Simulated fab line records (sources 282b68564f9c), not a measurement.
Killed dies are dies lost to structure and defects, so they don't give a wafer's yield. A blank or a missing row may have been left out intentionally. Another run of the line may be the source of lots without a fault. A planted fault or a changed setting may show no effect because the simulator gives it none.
Comparing a struck lot with a sound one | flow rit cmos | 22 steps out of a route of 202
Sound: wafers L731.2, L731.4, L731.6. Wafers L736.1, L736.3, L736.5 were the ones struck. Last of all comes the cause.
Order at every step that has rows: each side's tool, ch and its chambers, its first start. Under that, the readings that differ: sound wafers | struck wafers | difference of the means | sigmas: that difference in standard deviations of wafers without a fault.
alike: readings whose means differ by less than 2 such deviations, and words and numbers that are the same on both sides. not compared: withheld readings, readings that some wafer has no value for, bounds like >300 that may hide the same value, and numbers for which the record gives no deviation and whose values overlap.
Wherever a step has rows on one side only, a row that says differs or no value, or a row with sigmas, the two part there. Numbers that have no deviation but don't overlap get no sigmas and don't part them. Lack of a reading on every wafer of one side parts them only where that side has two or more wafers.

first, 2 steps without rows for these wafers: RIT_NSD_HARDBAKE_07 (time 60 s); RIT_NSD_IMPLANT_08.
RIT_NSD_STRIP_09: strips in O2, time 180 s.
  sound on plasma asher-02 ch 0,1, day 5 23:25; struck on plasma asher-04 ch 0,1, day 7 11:29
  alike: drypump motor current A
  not compared: rf hours counter h
RIT_NSD_TW_MEAS_10:
  sound: film metro-01 at day 5 23:36; struck: film metro-03 at day 7 11:39
  alike: NSD_TW
then, 6 steps without rows for these wafers: RIT_PSD_HMDS_00 (prime time 60 s); RIT_PSD_COAT_01 (resist thk 1000 nm); RIT_PSD_SOFTBAKE_02 (time 60 s); RIT_PSD_EXPOSE_03 (exposes mask M10, target cd 40900 nm); RIT_PSD_PEB_04; RIT_PSD_DEVELOP_05 (develop time 50 s).
RIT_PSD_OVL_MEAS_06:
  sound: overlay-01 at day 6 00:31; struck: overlay-02 at day 7 12:41
  alike: PSD_OVL
then, 1 step without rows for these wafers: RIT_PSD_HARDBAKE_07 (time 60 s).
RIT_PSD_IMPLANT_08:
  sound on implanter-04 ch 0, day 6 00:43; struck on implanter-04 ch 0, day 7 12:52
  reading       | sound                         | struck                        | difference | sigmas
  beam on s (s) | 15.6 15.9 15.5                | 21.4 21.4 22.1                | +6.0       | +5
  dose ions cm2 | 4.996e+15 5.007e+15 5.003e+15 | 6.744e+15 6.747e+15 6.742e+15 | +1.742e+15 | +99 or more
  alike: beam energy keV
RIT_PSD_STRIP_09: strips in O2, time 180 s.
  sound on plasma asher-04 ch 0,1, day 6 00:50; struck on plasma asher-04 ch 0,1, day 7 13:01
  alike: drypump motor current A
  not compared: rf hours counter h
RIT_PSD_TW_MEAS_10:
  sound: film metro-01 at day 6 01:01; struck: film metro-01 at day 7 13:12
  reading | sound          | struck         | difference | sigmas
  PSD_TW  | 3430 3447 3456 | 3507 3499 3482 | +52        | +2
then, 3 steps without rows for these wafers: RIT_SDANNEAL_CLEAN_00 (cleans in SC1, time 600 s); RIT_SDANNEAL_CLEAN_01 (cleans in dHF, time 30 s); RIT_SDANNEAL_CLEAN_02 (cleans in SC2, time 600 s).
RIT_SDANNEAL_RTA_03: time 5 s.
  sound on rtp anneal-01 ch 0, day 6 01:27; struck on rtp anneal-01 ch 0, day 7 13:40
  alike: wafer_temp_C_max
RIT_SDANNEAL_RS_MEAS_04: measurement is done with a four-point probe.
  sound: film metro-03 at day 6 01:31; struck: film metro-02 at day 7 13:43
  reading         | sound             | struck            | difference | sigmas
  PSD_RS (ohm/sq) | 116.1 115.8 116.3 | 112.5 112.6 112.7 | -3.5       | -11
RIT_SDANNEAL_RS_MEAS_05: measurement is done with a four-point probe.
  sound: film metro-03 at day 6 01:38; struck: film metro-02 at day 7 13:50
  reading         | sound          | struck         | difference | sigmas
  NSD_RS (ohm/sq) | 84.2 84.3 84.1 | 84.6 84.9 85.1 | +0.7       | +2
RIT_M1_PROBE_99:
  sound: prober-02 at day 6 08:58; struck: prober-02 at day 7 21:18
  reading                                | sound                   | struck                  | difference | sigmas
  model.etest.contact pplus.end ohm um   | 44.73 44.83 44.87       | 39.11 38.77 40.22       | -5.44      |
  model.etest.pmos narrow.off log10 a um | -12.97 -12.93 -12.96    | -12.5 -12.42 -12.59     | +0.4       |
  model.etest.pmos_0p3.off log10 a um    | -13.13 -12.95 -12.89    | -12.57 -12.6 -12.63     | +0.39      |
  model.etest.vpnp.gain                  | 1.031 1.05 1.015        | 1.122 1.136 1.112       | +0.091     |
  model.etest.pmos_0p15.vt long v (V)    | -0.592 -0.5914 -0.5876  | -0.5441 -0.5398 -0.548  | +0.0464    |
  model.etest.pmos_0p3.vt sat v (V)      | -0.5058 -0.5003 -0.501  | -0.4627 -0.4597 -0.4648 | +0.0400    |
  model.etest.pmos_0p15.vt v (V)         | -0.4143 -0.4047 -0.4004 | -0.3757 -0.3726 -0.3832 | +0.0293    |
  model.etest.pmos_0p3.vt v (V)          | -0.529 -0.5262 -0.5229  | -0.4866 -0.4848 -0.4907 | +0.0387    |
  alike: killed at contacts, killed at front end, killed dies, killed open, killed short

## WHERE THEY PART
At RIT_PSD_IMPLANT_08 first; at RIT_SDANNEAL_RS_MEAS_05 last (within this record only). Later steps at which nothing parts them and some readings are alike: RIT_M1_PROBE_99.

WHY: what had been put in by the simulator
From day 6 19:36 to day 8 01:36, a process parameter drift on implanter-04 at RIT_PSD_IMPLANT_08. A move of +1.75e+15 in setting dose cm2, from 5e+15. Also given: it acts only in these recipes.
